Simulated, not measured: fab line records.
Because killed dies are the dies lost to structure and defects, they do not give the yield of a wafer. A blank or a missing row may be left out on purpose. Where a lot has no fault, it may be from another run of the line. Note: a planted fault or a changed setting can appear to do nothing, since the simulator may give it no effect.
What tool caused it? / flow rit_cmos / 14 lots with 42 wafers sampled at 2 steps, on a route of 202 steps

WHAT EACH GAUGE READ, for each wafer
RIT_M1_CD_MEAS_09: the cd target is 2600 nm. Usual: cd_nm 2600.3 nm, standard deviation 2.5.
lot=L316; measured=day 3 07:50; on=cd_sem-02; cd_nm (nm)=2603.1 2601.0 2601.6; flag=
lot=L318; measured=day 3 17:31; on=cd_sem-02; cd_nm (nm)=2599.7 2598.6 2599.8; flag=
lot=L319; measured=day 4 01:32; on=cd_sem-01; cd_nm (nm)=2600.6 2602.5 2601.9; flag=
lot=L322; measured=day 4 12:57; on=cd_sem-02; cd_nm (nm)=- - -; flag=OFF
lot=L323; measured=day 4 17:07; on=cd_sem-01; cd_nm (nm)=- - -; flag=OFF
lot=L325; measured=day 5 05:00; on=cd_sem-01; cd_nm (nm)=2603.2 2605.2 2605.2; flag=
lot=L329; measured=day 6 01:11; on=cd_sem-02; cd_nm (nm)=2601.9 2601.8 2601.0; flag=
lot=L330; measured=day 6 04:39; on=cd_sem-01; cd_nm (nm)=2602.4 2602.8 2605.3; flag=
lot=L332; measured=day 6 13:25; on=cd_sem-02; cd_nm (nm)=2599.0 2598.3 2599.8; flag=
lot=L333; measured=day 6 19:23; on=cd_sem-02; cd_nm (nm)=2599.1 2599.5 2600.8; flag=
lot=L334; measured=day 7 02:44; on=cd_sem-02; cd_nm (nm)=2600.9 2600.1 2599.4; flag=
lot=L335; measured=day 7 06:05; on=cd_sem-02; cd_nm (nm)=2597.3 2596.5 2597.2; flag=
lot=L336; measured=day 7 10:58; on=cd_sem-02; cd_nm (nm)=2596.5 2597.8 2596.2; flag=
lot=L339; measured=day 8 02:59; on=cd_sem-01; cd_nm (nm)=2601.4 2598.5 2602.0; flag=

WHICH TOOL RAN EACH LOT (tool, then ch and the chambers of the sampled wafers, then the start)
lot=L316; RIT_M1_COAT_04=litho_track-01 ch 0, day 3 07:06
lot=L318; RIT_M1_COAT_04=litho_track-02 ch 0, day 3 16:48
lot=L319; RIT_M1_COAT_04=litho_track-01 ch 0, day 4 00:40
lot=L322; RIT_M1_COAT_04=litho_track-03, day 4 12:06
lot=L323; RIT_M1_COAT_04=litho_track-01, day 4 16:16
lot=L325; RIT_M1_COAT_04=litho_track-01 ch 0, day 5 04:05
lot=L329; RIT_M1_COAT_04=litho_track-02 ch 0, day 6 00:28
lot=L330; RIT_M1_COAT_04=litho_track-02 ch 0, day 6 03:55
lot=L332; RIT_M1_COAT_04=litho_track-02 ch 0, day 6 12:41
lot=L333; RIT_M1_COAT_04=litho_track-03 ch 0, day 6 18:40
lot=L334; RIT_M1_COAT_04=litho_track-02 ch 0, day 7 01:59
lot=L335; RIT_M1_COAT_04=litho_track-03 ch 0, day 7 05:14
lot=L336; RIT_M1_COAT_04=litho_track-01 ch 0, day 7 10:07
lot=L339; RIT_M1_COAT_04=litho_track-02 ch 0, day 8 02:08
- RIT_M1_COAT_04: resist thk 1300 nm.

WHAT THE TOOLS THEMSELVES READ (means of the sampled wafers that have a number; where no wafer has one, the mark that the record gives instead)
RIT_M1_COAT_04. Usual: chill_plate_temp_C 23.01 C, standard deviation 0.094; dispense_pressure_kPa 50.8 kPa, standard deviation 0.77.
lot=L316; tool=litho_track-01; chill_plate_temp_C (C)=22.92; dispense_pressure_kPa (kPa)=50.6; flag=
lot=L318; tool=litho_track-02; chill_plate_temp_C (C)=23.07; dispense_pressure_kPa (kPa)=50.2; flag=
lot=L319; tool=litho_track-01; chill_plate_temp_C (C)=23.05; dispense_pressure_kPa (kPa)=50.6; flag=
lot=L322; tool=litho_track-03; chill_plate_temp_C (C)=-; dispense_pressure_kPa (kPa)=-; flag=OFF
lot=L323; tool=litho_track-01; chill_plate_temp_C (C)=-; dispense_pressure_kPa (kPa)=-; flag=OFF
lot=L325; tool=litho_track-01; chill_plate_temp_C (C)=23.08; dispense_pressure_kPa (kPa)=50.6; flag=
lot=L329; tool=litho_track-02; chill_plate_temp_C (C)=23.01; dispense_pressure_kPa (kPa)=50.2; flag=
lot=L330; tool=litho_track-02; chill_plate_temp_C (C)=23.17; dispense_pressure_kPa (kPa)=50.2; flag=
lot=L332; tool=litho_track-02; chill_plate_temp_C (C)=22.90; dispense_pressure_kPa (kPa)=50.3; flag=
lot=L333; tool=litho_track-03; chill_plate_temp_C (C)=23.00; dispense_pressure_kPa (kPa)=52.2; flag=
lot=L334; tool=litho_track-02; chill_plate_temp_C (C)=23.05; dispense_pressure_kPa (kPa)=50.2; flag=
lot=L335; tool=litho_track-03; chill_plate_temp_C (C)=22.89; dispense_pressure_kPa (kPa)=52.2; flag=
lot=L336; tool=litho_track-01; chill_plate_temp_C (C)=23.02; dispense_pressure_kPa (kPa)=50.5; flag=
lot=L339; tool=litho_track-02; chill_plate_temp_C (C)=23.12; dispense_pressure_kPa (kPa)=50.2; flag=

THE ANSWER, worked out from the rows above alone
Rule: a lot counts as off when the mean over its wafers that have a number is more than 3 standard deviations away from the usual mean. A lot without any number at a reading at which 4 lots or more have one is off too. Where the step has rows for the other lots, those lots are counted as sound. Order of review: gauges by route order, followed by the tools' own readings, for which a lot's mean as printed above is used. The first step at which some lot is off is used, and at that step the reading that is off furthest; a lot without a number counts as furthest.
Off: L322, L323 (RIT_M1_CD_MEAS_09, cd_nm). Without a number there: L322, L323.
If a tool, at a process step before that reading, ran all the lots that are off and no sound lot after the first of them, it fits. Not tried: the gauges at RIT_M1_CD_MEAS_09; whatever is off there is also off at RIT_M1_COAT_04, on other tools, and gauge error can't account for it. Not one of the candidates tried fits.

WHAT HAD BEEN PUT IN BY THE SIMULATOR
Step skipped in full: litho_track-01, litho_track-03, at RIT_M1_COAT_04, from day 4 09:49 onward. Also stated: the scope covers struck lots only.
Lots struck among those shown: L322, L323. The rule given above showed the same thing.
